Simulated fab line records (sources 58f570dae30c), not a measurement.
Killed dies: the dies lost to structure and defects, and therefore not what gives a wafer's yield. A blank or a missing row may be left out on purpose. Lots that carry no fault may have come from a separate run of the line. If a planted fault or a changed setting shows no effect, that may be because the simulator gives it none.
Problem report in the 8D (eight disciplines) form, filled by code    flow berkeley-cmos170    the parts of the form that need people (team, actions taken, sign-off) are left out

1. PROBLEM STATEMENT
heater-power-total-W at UCB170_PSD_SOFTBAKE_02 reads a mean of 57.36 W on 9 wafers of 3 lots; wafers without a fault read 56.80 W with a standard deviation of 0.044. That puts it +13 standard deviations away from the usual mean.
The step: time 60 s.
The first sign was on wafer L868.1 at day 9 00:19, on litho-track-03. The record holds 39 wafers of 13 lots with a number at this step. The rule behind "out" and "out of limits": a value lying over 4 standard deviations away from the usual mean. Any other wafer with a number is counted as sound.

2. WHAT IT IS, AND WHAT IT ISN'T
question                     is                                  is not
which readings at this step  heater-power-total-W, plate-temp-C  -
which lots                   L866, L868, L873                    L860, L861, L862, L863, L864, L874, L875, L876, L878, L880
which wafers of those lots   all that have a number              -
read on which tools          litho-track-03                      litho-track-01, litho-track-02
when                         from day 9 00:19                    up to then (15 sound wafers); but 15 sound wafers of L874, L875, L876, L878, L880 came after

3. THE SUSPECTS, EACH WITH WHAT RULES IT OUT
Counting: a tool at a process step up to the reading stays a suspect if it ran every lot that is out and no sound lot after the first of them.
- litho-track-03 at UCB170_PSD_SOFTBAKE_02 (time 60 s): kept. It ran every lot that is out, first L868 (day 9 00:19), and no sound lot after that; its last sound lot up to then is L864 (day 7 21:56). Its own readings are out on those wafers: heater-power-total-W, plate-temp-C.
Left after counting: litho-track-03 at UCB170_PSD_SOFTBAKE_02.

4. THE CAUSE (what the simulator had put in)
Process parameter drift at UCB170_PSD_SOFTBAKE_02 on litho-track-03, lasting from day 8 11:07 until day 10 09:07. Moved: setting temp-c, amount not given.
After counting, this tool was the only one left.

5. SEQUENCE OF EFFECTS, ordered by route
Each row: a reading whose mean over the struck wafers that have a number lies more than 3 standard deviations from the usual. Scope: only readings with a usual standard deviation given in the record; hours: median across lots of the time from each lot's start at the first step in this table that gives one to its start at this step; sigmas: change in usual standard deviations.
hours  step                    reading               usual     on struck wafers  change  sigmas
0      UCB170_PSD_SOFTBAKE_02  heater-power-total-W  56.80 W   57.36             +0.56   +13
0      UCB170_PSD_SOFTBAKE_02  plate-temp-C          130.03 C  131.08            +1.05   +7.5
Here are the process steps it includes:
- UCB170_PSD_SOFTBAKE_02: time 60 s.

6. WHAT WOULD HAVE CAUGHT IT SOONER
First out-of-limits reading in this record: day 9 00:19, which is 13 hours after fault onset at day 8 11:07.
